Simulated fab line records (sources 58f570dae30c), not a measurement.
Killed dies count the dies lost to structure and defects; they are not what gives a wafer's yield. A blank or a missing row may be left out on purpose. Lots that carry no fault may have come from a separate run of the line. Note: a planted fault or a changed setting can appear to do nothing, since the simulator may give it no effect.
Which tool did it? / flow berkeley_cmos170 / 14 lots with 42 wafers sampled at 4 steps, on a route of 331 steps

## WHAT THE GAUGES READ, wafer by wafer
UCB170_PFIELD_OVL_MEAS_06. Usual: PFIELD_OVL typically reads -5 nm, with standard deviation 7.1.
lot=L346; measured=day 5 14:10; on=overlay-01; PFIELD_OVL (nm)=-9 0 0; flag=
lot=L347; measured=day 5 21:34; on=overlay-01; PFIELD_OVL (nm)=-17 -13 -7; flag=
lot=L350; measured=day 6 05:17; on=overlay-02; PFIELD_OVL (nm)=-11 -1 -3; flag=
lot=L352; measured=day 6 05:02; on=overlay-02; PFIELD_OVL (nm)=3 6 1; flag=
lot=L351; measured=day 6 04:46; on=overlay-02; PFIELD_OVL (nm)=-15 -18 -12; flag=
lot=L353; measured=day 6 22:22; on=overlay-02; PFIELD_OVL (nm)=-3 1 -2; flag=
lot=L356; measured=day 7 09:04; on=overlay-01; PFIELD_OVL (nm)=-5 -5 -8; flag=
lot=L357; measured=day 7 10:27; on=overlay-02; PFIELD_OVL (nm)=-5 1 -5; flag=
lot=L359; measured=day 7 10:14; on=overlay-02; PFIELD_OVL (nm)=-4 -6 0; flag=
lot=L362; measured=day 7 18:58; on=overlay-02; PFIELD_OVL (nm)=4 2 -6; flag=
lot=L363; measured=day 8 09:46; on=overlay-02; PFIELD_OVL (nm)=-10 -14 -13; flag=
lot=L367; measured=day 9 08:46; on=overlay-02; PFIELD_OVL (nm)=-2 -4 -13; flag=

UCB170_PFIELD_TW_MEAS_09. Usual: PFIELD_TW typically reads 599, with standard deviation 5.6.
lot=L346; measured=day 5 14:28; on=film_metro-03; PFIELD_TW=598 596 597; flag=
lot=L347; measured=day 5 21:51; on=film_metro-04; PFIELD_TW=605 605 607; flag=
lot=L350; measured=day 6 05:35; on=film_metro-02; PFIELD_TW=599 595 596; flag=
lot=L352; measured=day 6 05:19; on=film_metro-04; PFIELD_TW=603 606 607; flag=
lot=L351; measured=day 6 05:04; on=film_metro-03; PFIELD_TW=592 596 594; flag=
lot=L353; measured=day 6 22:40; on=film_metro-03; PFIELD_TW=596 597 600; flag=
lot=L356; measured=day 7 09:22; on=film_metro-04; PFIELD_TW=609 603 608; flag=
lot=L357; measured=day 7 10:44; on=film_metro-02; PFIELD_TW=605 600 600; flag=
lot=L359; measured=day 7 10:31; on=film_metro-03; PFIELD_TW=595 594 594; flag=
lot=L362; measured=day 7 19:16; on=film_metro-02; PFIELD_TW=604 601 602; flag=
lot=L363; measured=day 8 10:03; on=film_metro-04; PFIELD_TW=607 605 607; flag=
lot=L367; measured=day 9 09:04; on=film_metro-02; PFIELD_TW=597 597 599; flag=

UCB170_SCREENOX_THK_MEAS_02. Usual: SCREENOX_OXIDE_THK typically reads 14.41 nm, with standard deviation 0.21.
lot=L346; measured=day 6 12:57; on=film_metro-04; SCREENOX_OXIDE_THK (nm)=14.54 14.66 14.86; flag=
lot=L347; measured=day 6 22:05; on=film_metro-04; SCREENOX_OXIDE_THK (nm)=14.37 14.32 14.40; flag=
lot=L350; measured=day 7 07:04; on=film_metro-01; SCREENOX_OXIDE_THK (nm)=14.22 14.29 14.19; flag=
lot=L352; measured=day 7 07:03; on=film_metro-04; SCREENOX_OXIDE_THK (nm)=14.45 14.59 14.38; flag=
lot=L351; measured=day 7 07:03; on=film_metro-02; SCREENOX_OXIDE_THK (nm)=14.44 14.14 14.50; flag=
lot=L353; measured=day 8 00:33; on=film_metro-01; SCREENOX_OXIDE_THK (nm)=14.36 14.22 14.53; flag=
lot=L356; measured=day 8 13:52; on=film_metro-04; SCREENOX_OXIDE_THK (nm)=14.45 14.32 14.60; flag=
lot=L357; measured=day 8 13:55; on=film_metro-04; SCREENOX_OXIDE_THK (nm)=14.44 14.40 14.30; flag=
lot=L359; measured=day 8 13:48; on=film_metro-02; SCREENOX_OXIDE_THK (nm)=14.47 14.25 14.34; flag=
lot=L362; measured=day 9 02:47; on=film_metro-02; SCREENOX_OXIDE_THK (nm)=14.03 13.94 14.14; flag=
lot=L363; measured=day 9 21:32; on=film_metro-04; SCREENOX_OXIDE_THK (nm)=14.26 14.21 14.11; flag=
lot=L367; measured=day 10 18:57; on=film_metro-01; SCREENOX_OXIDE_THK (nm)=14.32 14.23 14.27; flag=

## TOOL THAT RAN EACH LOT (tool first, then ch and the chambers of the sampled wafers, then the start)
lot=L346; UCB170_ZERO_STRIP_07=plasma_asher-01 ch 0,1, day 1 23:53
lot=L347; UCB170_ZERO_STRIP_07=plasma_asher-02 ch 0,1, day 2 07:25
lot=L350; UCB170_ZERO_STRIP_07=plasma_asher-02 ch 0,1, day 2 15:17
lot=L352; UCB170_ZERO_STRIP_07=plasma_asher-02 ch 0,1, day 3 00:56
lot=L351; UCB170_ZERO_STRIP_07=plasma_asher-01 ch 0,1, day 3 01:52
lot=L353; UCB170_ZERO_STRIP_07=plasma_asher-01 ch 0,1, day 3 12:17
lot=L356; UCB170_ZERO_STRIP_07=plasma_asher-03 ch 0,1, day 4 02:08
lot=L357; UCB170_ZERO_STRIP_07=plasma_asher-01 ch 0,1, day 4 12:44
lot=L358; UCB170_ZERO_STRIP_07=plasma_asher-02 ch 0,1, day 4 13:11
lot=L360; UCB170_ZERO_STRIP_07=plasma_asher-02 ch 1, day 4 17:26
lot=L359; UCB170_ZERO_STRIP_07=plasma_asher-03 ch 0,1, day 4 17:47
lot=L362; UCB170_ZERO_STRIP_07=plasma_asher-03 ch 0,1, day 5 05:44
lot=L363; UCB170_ZERO_STRIP_07=plasma_asher-03 ch 0,1, day 5 11:46
lot=L367; UCB170_ZERO_STRIP_07=plasma_asher-01 ch 0,1, day 6 04:30
- UCB170_ZERO_STRIP_07: strips in O2.

## AS READ BY THE TOOLS THEMSELVES (means over the sampled wafers that have a number; for cases with no such wafer, the mark the record gives instead)
UCB170_ZERO_STRIP_07. Usual: chamber_pressure_mTorr 3499.8 mTorr, standard deviation 3; drypump_motor_current_A 5.8 A, standard deviation 0.36; oes_product_au 0.727 a.u., standard deviation 0.0046; strip_time_to_endpoint_s 21.45 s, standard deviation 0.055.
lot=L346; tool=plasma_asher-01; chamber_pressure_mTorr (mTorr)=3499.8; drypump_motor_current_A (A)=5.9; oes_product_au (a.u.)=0.726; strip_time_to_endpoint_s (s)=21.50; flag=
lot=L347; tool=plasma_asher-02; chamber_pressure_mTorr (mTorr)=3500.8; drypump_motor_current_A (A)=6.1; oes_product_au (a.u.)=0.721; strip_time_to_endpoint_s (s)=21.45; flag=
lot=L350; tool=plasma_asher-02; chamber_pressure_mTorr (mTorr)=3501.7; drypump_motor_current_A (A)=5.8; oes_product_au (a.u.)=0.723; strip_time_to_endpoint_s (s)=21.47; flag=
lot=L352; tool=plasma_asher-02; chamber_pressure_mTorr (mTorr)=3500.4; drypump_motor_current_A (A)=5.8; oes_product_au (a.u.)=0.725; strip_time_to_endpoint_s (s)=21.39; flag=
lot=L351; tool=plasma_asher-01; chamber_pressure_mTorr (mTorr)=3500.8; drypump_motor_current_A (A)=5.7; oes_product_au (a.u.)=0.727; strip_time_to_endpoint_s (s)=21.41; flag=
lot=L353; tool=plasma_asher-01; chamber_pressure_mTorr (mTorr)=3503.2; drypump_motor_current_A (A)=5.7; oes_product_au (a.u.)=0.724; strip_time_to_endpoint_s (s)=21.42; flag=
lot=L356; tool=plasma_asher-03; chamber_pressure_mTorr (mTorr)=3500.7; drypump_motor_current_A (A)=5.8; oes_product_au (a.u.)=0.729; strip_time_to_endpoint_s (s)=21.42; flag=
lot=L357; tool=plasma_asher-01; chamber_pressure_mTorr (mTorr)=3499.2; drypump_motor_current_A (A)=5.7; oes_product_au (a.u.)=0.732; strip_time_to_endpoint_s (s)=21.51; flag=
lot=L358; tool=plasma_asher-02; chamber_pressure_mTorr (mTorr)=-; drypump_motor_current_A (A)=-; oes_product_au (a.u.)=-; strip_time_to_endpoint_s (s)=-; flag=OFF
lot=L360; tool=plasma_asher-02; chamber_pressure_mTorr (mTorr)=-; drypump_motor_current_A (A)=-; oes_product_au (a.u.)=-; strip_time_to_endpoint_s (s)=-; flag=OFF
lot=L359; tool=plasma_asher-03; chamber_pressure_mTorr (mTorr)=3501.4; drypump_motor_current_A (A)=5.8; oes_product_au (a.u.)=0.731; strip_time_to_endpoint_s (s)=21.42; flag=
lot=L362; tool=plasma_asher-03; chamber_pressure_mTorr (mTorr)=3497.9; drypump_motor_current_A (A)=5.8; oes_product_au (a.u.)=0.728; strip_time_to_endpoint_s (s)=21.43; flag=
lot=L363; tool=plasma_asher-03; chamber_pressure_mTorr (mTorr)=3499.2; drypump_motor_current_A (A)=5.8; oes_product_au (a.u.)=0.726; strip_time_to_endpoint_s (s)=21.36; flag=
lot=L367; tool=plasma_asher-01; chamber_pressure_mTorr (mTorr)=3498.8; drypump_motor_current_A (A)=5.7; oes_product_au (a.u.)=0.729; strip_time_to_endpoint_s (s)=21.40; flag=

## THE ANSWER, worked out from the rows above alone
Rule: lot off if the mean of its wafers having a number is beyond 3 standard deviations from the usual mean. A lot without any number at a reading at which 4 lots or more have one is off too. The other lots that the step has rows for count as sound. Order of review: gauges by route order, followed by the tools' own readings, for which a lot's mean as printed above is used. At the first step where some lot is off, the reading lying furthest off is the one used; lots without a number count as furthest.
Off, at UCB170_ZERO_STRIP_07 on chamber_pressure_mTorr: L358, L360. Without a number there: L358, L360.
A tool fits if, at that step or a process step before it, it ran every lot that is off, and no sound lot after the first of them. One fits: plasma_asher-02 at UCB170_ZERO_STRIP_07. A fault onset in the window from L352 (day 3 00:56, its last sound lot) to L358 (day 4 13:11, its first lot off) fits.
Blank at UCB170_ZERO_STRIP_07 on the lots that are off, where sound lots have numbers: chamber_pressure_mTorr, drypump_motor_current_A, oes_product_au, strip_time_to_endpoint_s.

## WHAT THE SIMULATOR PUT IN
Step skipped in full: plasma_asher-02, at UCB170_ZERO_STRIP_07, from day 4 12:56 onward. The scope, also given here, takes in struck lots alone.
Shown lots that were struck: L358, L360. This agrees with what the rule above found.
